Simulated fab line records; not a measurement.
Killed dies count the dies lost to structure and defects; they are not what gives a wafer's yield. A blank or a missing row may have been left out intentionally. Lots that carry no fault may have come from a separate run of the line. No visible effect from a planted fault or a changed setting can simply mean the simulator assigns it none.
fab line records / flow berkeleyCmos170 / part 2 of 2: steps 26 to 35 of 35
record lots=5 wafers=15 lastDay=14
route steps=331 shown M2@281 V2@292 M3@309
lots that met no fault: taken from a fault-free run of the same line
startH: start of the lot's first displayed wafer, in hours after the record's first day / waitH: hours since the lot's step before / " identical to the entry in the row above / L1.1+2: several wafers, shown together as one row / - no value, or no start was given / * or withheld: withheld / < > ~ a bound
route shown NAME@n: NAME is a module with steps in the file, n the number in the route of the first one / usual: mean/standard deviation taken from wafers without a fault / same: alike in all rows / chamber/n: place in a boat / sites: readings site by site / _std_site: their standard deviation / _edge_site: inner sites' mean taken away from outer sites' mean / radiusMm: for every site, how far away it sits from the centre of the wafer / mask NAME#n: copy n / behind: the most recent tool/chamber to have shaped the wafer / hold: reason for holding the lot/hours on hold/outcome of the hold / device: the n, p or np transistor that did not switch / end of line: at the end of the route, the tests of the same wafers / where a step has no rows: the recipe by itself / killed: at the first sort, the dies lost to defects and structure; wafer yield is something else / map: dies across one wafer; x = killed, . = not, _ = none there
set.NAME: the setting that was run; set.NAME@STEP: the one run at that earlier step / model.NAME: the simulator's own value behind a step, which no gauge read
lots at some steps of the route; a table a step, a row a wafer
services: from which hour (startH, from the record's first day; less than 0 if before it) a tool's chamber was out of use, for how many hours, and why
## steps
# step UCB170_V2_ETCH_14
# recipe chemistry=CHF3/CF4/Ar target=SiO2 stopOn=Al CHF3_flow_sccm=45 cf4FlowSccm=15 Ar_flow_sccm=150 pressureMtorr=200 rfW=700 targetDepthA=12500 overEtchFrac=0.25 timeS=291
# usual chamberPressureMTorr=199.99/0.2 drypumpMotorCurrentA=5.6/0.43 oesProductAu=0.869/0.017 throttleValvePct=6.98/0.1
# same timeS=291
lot.wafer=L081.1 tool=rieDiel-01 chamber=3 startH=214.83 waitH=0.0 chamberPressureMTorr=200.20 drypumpMotorCurrentA=6.2 oesProductAu=0.858 rfHoursCounterH=62 throttleValvePct=6.82
lot.wafer=L081.2 tool=rieDiel-01 chamber=0 startH=214.83 waitH=0.0 chamberPressureMTorr=199.80 drypumpMotorCurrentA=5.4 oesProductAu=0.855 rfHoursCounterH=91 throttleValvePct=7.01
lot.wafer=L081.5 tool=rieDiel-01 chamber=3 startH=214.83 waitH=0.0 chamberPressureMTorr=199.86 drypumpMotorCurrentA=6.2 oesProductAu=0.851 rfHoursCounterH=- throttleValvePct=6.80
lot.wafer=L079.3 tool=rieDiel-02 chamber=2 startH=220.26 waitH=0.0 chamberPressureMTorr=200.18 drypumpMotorCurrentA=5.6 oesProductAu=0.852 rfHoursCounterH=36 throttleValvePct=7.10
lot.wafer=L079.5 tool=rieDiel-02 chamber=2 startH=220.26 waitH=0.0 chamberPressureMTorr=199.90 drypumpMotorCurrentA=5.6 oesProductAu=0.853 rfHoursCounterH=- throttleValvePct=7.10
lot.wafer=L079.6 tool=rieDiel-02 chamber=3 startH=220.26 waitH=0.0 chamberPressureMTorr=200.08 drypumpMotorCurrentA=5.2 oesProductAu=0.885 rfHoursCounterH=- throttleValvePct=7.08
lot.wafer=L083.1 tool=rieDiel-04 chamber=3 startH=250.31 waitH=0.0 chamberPressureMTorr=199.86 drypumpMotorCurrentA=5.2 oesProductAu=0.854 rfHoursCounterH=17 throttleValvePct=6.82
lot.wafer=L083.4 tool=rieDiel-04 chamber=0 startH=250.31 waitH=0.0 chamberPressureMTorr=199.97 drypumpMotorCurrentA=6.0 oesProductAu=0.893 rfHoursCounterH=36 throttleValvePct=6.93
lot.wafer=L083.6 tool=rieDiel-04 chamber=3 startH=250.31 waitH=0.0 chamberPressureMTorr=199.71 drypumpMotorCurrentA=5.2 oesProductAu=0.859 rfHoursCounterH=- throttleValvePct=6.83
lot.wafer=L086.3 tool=rieDiel-02 chamber=0 startH=252.08 waitH=0.0 chamberPressureMTorr=200.30 drypumpMotorCurrentA=5.9 oesProductAu=0.892 rfHoursCounterH=33 throttleValvePct=7.04
lot.wafer=L086.5 tool=rieDiel-02 chamber=0 startH=252.08 waitH=0.0 chamberPressureMTorr=199.58 drypumpMotorCurrentA=5.9 oesProductAu=0.892 rfHoursCounterH=- throttleValvePct=7.06
lot.wafer=L086.6 tool=rieDiel-02 chamber=1 startH=252.08 waitH=0.0 chamberPressureMTorr=200.03 drypumpMotorCurrentA=5.6 oesProductAu=0.862 rfHoursCounterH=- throttleValvePct=6.89
lot.wafer=L097.3 tool=rieDiel-04 chamber=1 startH=325.49 waitH=0.0 chamberPressureMTorr=199.91 drypumpMotorCurrentA=6.0 oesProductAu=0.880 rfHoursCounterH=23 throttleValvePct=7.05
lot.wafer=L097.4 tool=rieDiel-04 chamber=2 startH=325.49 waitH=0.0 chamberPressureMTorr=199.89 drypumpMotorCurrentA=4.9 oesProductAu=0.877 rfHoursCounterH=124 throttleValvePct=7.13
lot.wafer=L097.5 tool=rieDiel-04 chamber=1 startH=325.49 waitH=0.0 chamberPressureMTorr=200.07 drypumpMotorCurrentA=6.0 oesProductAu=0.885 rfHoursCounterH=- throttleValvePct=7.04
# step UCB170_V2_STRIP_15
# recipe chemistry=O2 powerW=400 pressureMtorr=3500 platenTempC=withheld o2FlowSccm=400 overashFraction=0.5
# usual chamberPressureMTorr=3500/3.3 drypumpMotorCurrentA=5.7/0.3 oesProductAu=0.721/0.0044 stripTimeToEndpointS=15.29/0.1
lot.wafer=L081.1 tool=plasmaAsher-04 chamber=1 startH=215.01 waitH=0.1 chamberPressureMTorr=3504 drypumpMotorCurrentA=5.1 oesProductAu=0.717 rfHoursCounterH=48 stripTimeToEndpointS=15.32
lot.wafer=L081.2 tool=plasmaAsher-04 chamber=0 startH=215.01 waitH=0.1 chamberPressureMTorr=3503 drypumpMotorCurrentA=5.6 oesProductAu=0.717 rfHoursCounterH=48 stripTimeToEndpointS=15.31
lot.wafer=L081.5 tool=plasmaAsher-04 chamber=0 startH=215.01 waitH=0.1 chamberPressureMTorr=3502 drypumpMotorCurrentA=5.6 oesProductAu=0.726 rfHoursCounterH=- stripTimeToEndpointS=15.33
lot.wafer=L079.3 tool=plasmaAsher-01 chamber=1 startH=220.47 waitH=0.1 chamberPressureMTorr=3499 drypumpMotorCurrentA=5.9 oesProductAu=0.724 rfHoursCounterH=- stripTimeToEndpointS=15.19
lot.wafer=L079.5 tool=plasmaAsher-01 chamber=0 startH=220.47 waitH=0.1 chamberPressureMTorr=3501 drypumpMotorCurrentA=5.9 oesProductAu=0.731 rfHoursCounterH=- stripTimeToEndpointS=15.30
lot.wafer=L079.6 tool=plasmaAsher-01 chamber=1 startH=220.47 waitH=0.1 chamberPressureMTorr=3500 drypumpMotorCurrentA=5.9 oesProductAu=0.718 rfHoursCounterH=- stripTimeToEndpointS=15.18
lot.wafer=L083.1 tool=plasmaAsher-03 chamber=0 startH=250.49 waitH=0.1 chamberPressureMTorr=3496 drypumpMotorCurrentA=6.1 oesProductAu=0.730 rfHoursCounterH=54 stripTimeToEndpointS=15.34
lot.wafer=L083.4 tool=plasmaAsher-03 chamber=0 startH=250.49 waitH=0.1 chamberPressureMTorr=3496 drypumpMotorCurrentA=6.0 oesProductAu=0.718 rfHoursCounterH=- stripTimeToEndpointS=15.23
lot.wafer=L083.6 tool=plasmaAsher-03 chamber=0 startH=250.49 waitH=0.1 chamberPressureMTorr=3506 drypumpMotorCurrentA=6.0 oesProductAu=0.729 rfHoursCounterH=- stripTimeToEndpointS=15.27
lot.wafer=L086.3 tool=plasmaAsher-04 chamber=0 startH=252.29 waitH=0.1 chamberPressureMTorr=3503 drypumpMotorCurrentA=5.7 oesProductAu=0.717 rfHoursCounterH=- stripTimeToEndpointS=15.36
lot.wafer=L086.5 tool=plasmaAsher-04 chamber=1 startH=252.29 waitH=0.1 chamberPressureMTorr=3499 drypumpMotorCurrentA=5.1 oesProductAu=0.712 rfHoursCounterH=- stripTimeToEndpointS=15.36
lot.wafer=L086.6 tool=plasmaAsher-04 chamber=0 startH=252.29 waitH=0.1 chamberPressureMTorr=3503 drypumpMotorCurrentA=5.6 oesProductAu=0.721 rfHoursCounterH=- stripTimeToEndpointS=15.36
lot.wafer=L097.3 tool=plasmaAsher-03 chamber=1 startH=325.70 waitH=0.1 chamberPressureMTorr=3502 drypumpMotorCurrentA=5.5 oesProductAu=0.720 rfHoursCounterH=- stripTimeToEndpointS=15.19
lot.wafer=L097.4 tool=plasmaAsher-03 chamber=0 startH=325.70 waitH=0.1 chamberPressureMTorr=3506 drypumpMotorCurrentA=6.0 oesProductAu=0.713 rfHoursCounterH=- stripTimeToEndpointS=15.18
lot.wafer=L097.5 tool=plasmaAsher-03 chamber=0 startH=325.70 waitH=0.1 chamberPressureMTorr=3498 drypumpMotorCurrentA=6.1 oesProductAu=0.720 rfHoursCounterH=- stripTimeToEndpointS=15.11
# step UCB170_V2_CD_MEAS_90
# recipe targetCdNm=700
# usual cdNm=700.0/1.3
lot.wafer=L081.1 tool=cdSem-01 chamber=- startH=215.11 waitH=0.1 cdNm=699.4
lot.wafer=L081.2 tool=cdSem-01 chamber=- startH=215.11 waitH=0.1 cdNm=699.1
lot.wafer=L081.5 tool=cdSem-01 chamber=- startH=215.11 waitH=0.1 cdNm=698.3
lot.wafer=L079.3 tool=cdSem-02 chamber=- startH=220.57 waitH=0.1 cdNm=701.4
lot.wafer=L079.5 tool=cdSem-02 chamber=- startH=220.57 waitH=0.1 cdNm=700.6
lot.wafer=L079.6 tool=cdSem-02 chamber=- startH=220.57 waitH=0.1 cdNm=701.2
lot.wafer=L083.1 tool=cdSem-01 chamber=- startH=250.59 waitH=0.1 cdNm=702.1
lot.wafer=L083.4 tool=cdSem-01 chamber=- startH=250.59 waitH=0.1 cdNm=700.9
lot.wafer=L083.6 tool=cdSem-01 chamber=- startH=250.59 waitH=0.1 cdNm=700.6
lot.wafer=L086.3 tool=cdSem-02 chamber=- startH=252.40 waitH=0.1 cdNm=699.5
lot.wafer=L086.5 tool=cdSem-02 chamber=- startH=252.40 waitH=0.1 cdNm=698.6
lot.wafer=L086.6 tool=cdSem-02 chamber=- startH=252.40 waitH=0.1 cdNm=700.1
lot.wafer=L097.3 tool=cdSem-02 chamber=- startH=325.81 waitH=0.1 cdNm=700.8
lot.wafer=L097.4 tool=cdSem-02 chamber=- startH=325.81 waitH=0.1 cdNm=700.9
lot.wafer=L097.5 tool=cdSem-02 chamber=- startH=325.81 waitH=0.1 cdNm=700.8
# step UCB170_M3_PRE_CLEAN_00
# recipe gas=Ar precleanEtchTimeS=60
# same precleanEtchTimeS=60
lot.wafer=L081.1+2+5 tool=pvdSputter-04 chamber=- startH=215.23 waitH=0.1
lot.wafer=L079.3+5+6 tool=pvdSputter-02 chamber=- startH=220.65 waitH=0.1
lot.wafer=L083.1+4+6 tool=pvdSputter-01 chamber=- startH=250.71 waitH=0.1
lot.wafer=L086.3+5+6 tool=pvdSputter-04 chamber=- startH=252.48 waitH=0.1
lot.wafer=L097.3+4+5 tool=pvdSputter-04 chamber=- startH=325.89 waitH=0.1
# step UCB170_M3_SPUTTER_01
# recipe material=Al targetThkNm=900 timeS=120 powerW=6000 chamberPressurePa=0.5
# usual throttleValvePct=30.3/0.92
# same timeS=120
lot.wafer=L081.1 tool=pvdSputter-04 chamber=- startH=215.29 waitH=0.0 throttleValvePct=31.8
lot.wafer=L081.2 tool=pvdSputter-04 chamber=- startH=215.29 waitH=0.0 throttleValvePct=29.3
lot.wafer=L081.5 tool=pvdSputter-04 chamber=- startH=215.29 waitH=0.0 throttleValvePct=29.4
lot.wafer=L079.3 tool=pvdSputter-02 chamber=- startH=220.72 waitH=0.0 throttleValvePct=31.3
lot.wafer=L079.5 tool=pvdSputter-02 chamber=- startH=220.72 waitH=0.0 throttleValvePct=29.4
lot.wafer=L079.6 tool=pvdSputter-02 chamber=- startH=220.72 waitH=0.0 throttleValvePct=31.6
lot.wafer=L083.1 tool=pvdSputter-01 chamber=- startH=250.77 waitH=0.0 throttleValvePct=28.1
lot.wafer=L083.4 tool=pvdSputter-01 chamber=- startH=250.77 waitH=0.0 throttleValvePct=30.1
lot.wafer=L083.6 tool=pvdSputter-01 chamber=- startH=250.77 waitH=0.0 throttleValvePct=30.2
lot.wafer=L086.3 tool=pvdSputter-04 chamber=- startH=252.55 waitH=0.0 throttleValvePct=30.3
lot.wafer=L086.5 tool=pvdSputter-04 chamber=- startH=252.55 waitH=0.0 throttleValvePct=29.5
lot.wafer=L086.6 tool=pvdSputter-04 chamber=- startH=252.55 waitH=0.0 throttleValvePct=31.9
lot.wafer=L097.3 tool=pvdSputter-04 chamber=- startH=325.96 waitH=0.0 throttleValvePct=31.0
lot.wafer=L097.4 tool=pvdSputter-04 chamber=- startH=325.96 waitH=0.0 throttleValvePct=31.5
lot.wafer=L097.5 tool=pvdSputter-04 chamber=- startH=325.96 waitH=0.0 throttleValvePct=31.9
# step UCB170_M3_RS_MEAS_02
# recipe thkMeasGauge=four-point-probe reads=Al_of_M3_SPUTTER_01
# usual M3_AL_RS=0.0321/0.00034
lot.wafer=L081.1 tool=filmMetro-02 chamber=- startH=215.38 waitH=0.0 M3_AL_RS[ohm/sq]=0.0317
lot.wafer=L081.2 tool=filmMetro-02 chamber=- startH=215.38 waitH=0.0 M3_AL_RS[ohm/sq]=0.0319
lot.wafer=L081.5 tool=filmMetro-02 chamber=- startH=215.38 waitH=0.0 M3_AL_RS[ohm/sq]=0.0320
lot.wafer=L079.3 tool=filmMetro-01 chamber=- startH=220.84 waitH=0.1 M3_AL_RS[ohm/sq]=0.0323
lot.wafer=L079.5 tool=filmMetro-01 chamber=- startH=220.84 waitH=0.1 M3_AL_RS[ohm/sq]=0.0321
lot.wafer=L079.6 tool=filmMetro-01 chamber=- startH=220.84 waitH=0.1 M3_AL_RS[ohm/sq]=0.0324
lot.wafer=L083.1 tool=filmMetro-03 chamber=- startH=250.86 waitH=0.0 M3_AL_RS[ohm/sq]=0.0321
lot.wafer=L083.4 tool=filmMetro-03 chamber=- startH=250.86 waitH=0.0 M3_AL_RS[ohm/sq]=0.0318
lot.wafer=L083.6 tool=filmMetro-03 chamber=- startH=250.86 waitH=0.0 M3_AL_RS[ohm/sq]=0.0321
lot.wafer=L086.3 tool=filmMetro-01 chamber=- startH=252.67 waitH=0.1 M3_AL_RS[ohm/sq]=0.0327
lot.wafer=L086.5 tool=filmMetro-01 chamber=- startH=252.67 waitH=0.1 M3_AL_RS[ohm/sq]=0.0326
lot.wafer=L086.6 tool=filmMetro-01 chamber=- startH=252.67 waitH=0.1 M3_AL_RS[ohm/sq]=0.0329
lot.wafer=L097.3 tool=filmMetro-02 chamber=- startH=326.08 waitH=0.1 M3_AL_RS[ohm/sq]=0.0325
lot.wafer=L097.4 tool=filmMetro-02 chamber=- startH=326.08 waitH=0.1 M3_AL_RS[ohm/sq]=0.0325
lot.wafer=L097.5 tool=filmMetro-02 chamber=- startH=326.08 waitH=0.1 M3_AL_RS[ohm/sq]=0.0324
# step UCB170_M3_THK_MEAS_03
# recipe thkMeasGauge=xrf reads=Al_of_M3_SPUTTER_01
# usual M3_AL_THK=904/10
lot.wafer=L081.1 tool=filmMetro-02 chamber=- startH=215.50 waitH=0.1 M3_AL_THK[nm]=915
lot.wafer=L081.2 tool=filmMetro-02 chamber=- startH=215.50 waitH=0.1 M3_AL_THK[nm]=907
lot.wafer=L081.5 tool=filmMetro-02 chamber=- startH=215.50 waitH=0.1 M3_AL_THK[nm]=906
lot.wafer=L079.3 tool=filmMetro-01 chamber=- startH=220.94 waitH=0.1 M3_AL_THK[nm]=902
lot.wafer=L079.5 tool=filmMetro-01 chamber=- startH=220.94 waitH=0.1 M3_AL_THK[nm]=904
lot.wafer=L079.6 tool=filmMetro-01 chamber=- startH=220.94 waitH=0.1 M3_AL_THK[nm]=899
lot.wafer=L083.1 tool=filmMetro-03 chamber=- startH=250.98 waitH=0.1 M3_AL_THK[nm]=900
lot.wafer=L083.4 tool=filmMetro-03 chamber=- startH=250.98 waitH=0.1 M3_AL_THK[nm]=914
lot.wafer=L083.6 tool=filmMetro-03 chamber=- startH=250.98 waitH=0.1 M3_AL_THK[nm]=906
lot.wafer=L086.3 tool=filmMetro-01 chamber=- startH=252.77 waitH=0.1 M3_AL_THK[nm]=885
lot.wafer=L086.5 tool=filmMetro-01 chamber=- startH=252.77 waitH=0.1 M3_AL_THK[nm]=890
lot.wafer=L086.6 tool=filmMetro-01 chamber=- startH=252.77 waitH=0.1 M3_AL_THK[nm]=876
lot.wafer=L097.3 tool=filmMetro-02 chamber=- startH=326.18 waitH=0.1 M3_AL_THK[nm]=893
lot.wafer=L097.4 tool=filmMetro-02 chamber=- startH=326.18 waitH=0.1 M3_AL_THK[nm]=894
lot.wafer=L097.5 tool=filmMetro-02 chamber=- startH=326.18 waitH=0.1 M3_AL_THK[nm]=898
# step UCB170_M3_HMDS_04
# recipe primeTimeS=60 primeTempC=100
# usual exhaustPa=45.2/0.79
lot.wafer=L081.1 tool=lithoTrack-04 chamber=0 startH=216.22 waitH=0.7 exhaustPa=44.2
lot.wafer=L081.2 tool=lithoTrack-04 chamber=0 startH=216.22 waitH=0.7 exhaustPa=43.6
lot.wafer=L081.5 tool=lithoTrack-04 chamber=0 startH=216.22 waitH=0.7 exhaustPa=45.2
lot.wafer=L079.3 tool=lithoTrack-01 chamber=0 startH=221.03 waitH=0.1 exhaustPa=46.1
lot.wafer=L079.5 tool=lithoTrack-01 chamber=0 startH=221.03 waitH=0.1 exhaustPa=46.2
lot.wafer=L079.6 tool=lithoTrack-01 chamber=0 startH=221.03 waitH=0.1 exhaustPa=47.0
lot.wafer=L083.1 tool=lithoTrack-02 chamber=0 startH=251.08 waitH=0.1 exhaustPa=44.5
lot.wafer=L083.4 tool=lithoTrack-02 chamber=0 startH=251.08 waitH=0.1 exhaustPa=45.7
lot.wafer=L083.6 tool=lithoTrack-02 chamber=0 startH=251.08 waitH=0.1 exhaustPa=44.9
lot.wafer=L086.3 tool=lithoTrack-04 chamber=0 startH=253.20 waitH=0.4 exhaustPa=45.1
lot.wafer=L086.5 tool=lithoTrack-04 chamber=0 startH=253.20 waitH=0.4 exhaustPa=45.7
lot.wafer=L086.6 tool=lithoTrack-04 chamber=0 startH=253.20 waitH=0.4 exhaustPa=45.3
lot.wafer=L097.3 tool=lithoTrack-04 chamber=0 startH=326.77 waitH=0.6 exhaustPa=45.9
lot.wafer=L097.4 tool=lithoTrack-04 chamber=0 startH=326.77 waitH=0.6 exhaustPa=45.1
lot.wafer=L097.5 tool=lithoTrack-04 chamber=0 startH=326.77 waitH=0.6 exhaustPa=44.7
# step UCB170_M3_COAT_05
# recipe resist=KrF spinRpm=1500 resistThkNm=900
# usual exhaustPa=45.1/0.94
lot.wafer=L081.1 tool=lithoTrack-04 chamber=0 startH=216.37 waitH=0.1 exhaustPa=45.9
lot.wafer=L081.2 tool=lithoTrack-04 chamber=0 startH=216.37 waitH=0.1 exhaustPa=46.3
lot.wafer=L081.5 tool=lithoTrack-04 chamber=0 startH=216.37 waitH=0.1 exhaustPa=46.2
lot.wafer=L079.3 tool=lithoTrack-01 chamber=0 startH=221.18 waitH=0.1 exhaustPa=44.5
lot.wafer=L079.5 tool=lithoTrack-01 chamber=0 startH=221.18 waitH=0.1 exhaustPa=44.9
lot.wafer=L079.6 tool=lithoTrack-01 chamber=0 startH=221.18 waitH=0.1 exhaustPa=44.4
lot.wafer=L083.1 tool=lithoTrack-02 chamber=0 startH=251.23 waitH=0.1 exhaustPa=43.8
lot.wafer=L083.4 tool=lithoTrack-02 chamber=0 startH=251.23 waitH=0.1 exhaustPa=44.9
lot.wafer=L083.6 tool=lithoTrack-02 chamber=0 startH=251.23 waitH=0.1 exhaustPa=45.0
lot.wafer=L086.3 tool=lithoTrack-04 chamber=0 startH=253.35 waitH=0.1 exhaustPa=43.3
lot.wafer=L086.5 tool=lithoTrack-04 chamber=0 startH=253.35 waitH=0.1 exhaustPa=44.7
lot.wafer=L086.6 tool=lithoTrack-04 chamber=0 startH=253.35 waitH=0.1 exhaustPa=45.3
lot.wafer=L097.3 tool=lithoTrack-04 chamber=0 startH=326.92 waitH=0.1 exhaustPa=44.5
lot.wafer=L097.4 tool=lithoTrack-04 chamber=0 startH=326.92 waitH=0.1 exhaustPa=44.9
lot.wafer=L097.5 tool=lithoTrack-04 chamber=0 startH=326.92 waitH=0.1 exhaustPa=45.3
# step UCB170_M3_SOFTBAKE_06
# recipe resist=KrF tempC=130 timeS=60
# usual exhaustPa=45.1/1
# same timeS=60
lot.wafer=L081.1 tool=lithoTrack-04 chamber=0 startH=216.52 waitH=0.1 exhaustPa=44.6
lot.wafer=L081.2 tool=lithoTrack-04 chamber=0 startH=216.52 waitH=0.1 exhaustPa=44.1
lot.wafer=L081.5 tool=lithoTrack-04 chamber=0 startH=216.52 waitH=0.1 exhaustPa=44.4
lot.wafer=L079.3 tool=lithoTrack-01 chamber=0 startH=221.33 waitH=0.1 exhaustPa=45.6
lot.wafer=L079.5 tool=lithoTrack-01 chamber=0 startH=221.33 waitH=0.1 exhaustPa=44.7
lot.wafer=L079.6 tool=lithoTrack-01 chamber=0 startH=221.33 waitH=0.1 exhaustPa=44.6
lot.wafer=L083.1 tool=lithoTrack-02 chamber=0 startH=251.38 waitH=0.1 exhaustPa=44.4
lot.wafer=L083.4 tool=lithoTrack-02 chamber=0 startH=251.38 waitH=0.1 exhaustPa=46.5
lot.wafer=L083.6 tool=lithoTrack-02 chamber=0 startH=251.38 waitH=0.1 exhaustPa=44.8
lot.wafer=L086.3 tool=lithoTrack-04 chamber=0 startH=253.50 waitH=0.1 exhaustPa=44.6
lot.wafer=L086.5 tool=lithoTrack-04 chamber=0 startH=253.50 waitH=0.1 exhaustPa=44.3
lot.wafer=L086.6 tool=lithoTrack-04 chamber=0 startH=253.50 waitH=0.1 exhaustPa=45.2
lot.wafer=L097.3 tool=lithoTrack-04 chamber=0 startH=327.07 waitH=0.1 exhaustPa=46.1
lot.wafer=L097.4 tool=lithoTrack-04 chamber=0 startH=327.07 waitH=0.1 exhaustPa=46.7
lot.wafer=L097.5 tool=lithoTrack-04 chamber=0 startH=327.07 waitH=0.1 exhaustPa=46.1
## services
tool=rieDiel-04 chamber=- startH=193.65 hours=14.6 kind=pm
tool=krfScanner-01 chamber=- startH=195.19 hours=1.0 kind=pm
tool=rieDiel-02 chamber=0 startH=210.60 hours=11.8 kind=repair
tool=krfScanner-01 chamber=- startH=212.84 hours=4.0 kind=pm
tool=cmp-02 chamber=- startH=215.77 hours=7.7 kind=pm
tool=rieDiel-04 chamber=- startH=216.55 hours=0.1 kind=repair
tool=rieMetal-04 chamber=- startH=220.42 hours=4.0 kind=pm
tool=rieDiel-03 chamber=0 startH=221.06 hours=7.9 kind=repair
tool=plasmaAsher-04 chamber=- startH=223.59 hours=4.0 kind=repair
tool=cmp-01 chamber=- startH=232.30 hours=4.0 kind=pm
tool=krfScanner-02 chamber=- startH=234.60 hours=1.7 kind=repair
tool=krfScanner-01 chamber=- startH=247.70 hours=0.6 kind=repair
tool=krfScanner-02 chamber=- startH=261.30 hours=0.8 kind=pm
tool=krfScanner-02 chamber=- startH=264.77 hours=4.1 kind=repair
tool=krfScanner-01 chamber=- startH=268.96 hours=0.8 kind=pm
tool=rieDiel-01 chamber=3 startH=278.20 hours=22.2 kind=repair
tool=cmp-01 chamber=- startH=281.60 hours=4.5 kind=pm
tool=krfScanner-01 chamber=- startH=282.66 hours=1.3 kind=pm
tool=cmp-01 chamber=- startH=293.65 hours=4.6 kind=pm
tool=krfScanner-02 chamber=- startH=300.69 hours=1.3 kind=pm
tool=krfScanner-02 chamber=- startH=314.78 hours=1.0 kind=pm
tool=cmp-01 chamber=- startH=315.21 hours=3.4 kind=repair
tool=krfScanner-02 chamber=- startH=319.04 hours=4.4 kind=pm
tool=wetBench-01 chamber=- startH=325.03 hours=2.7 kind=repair
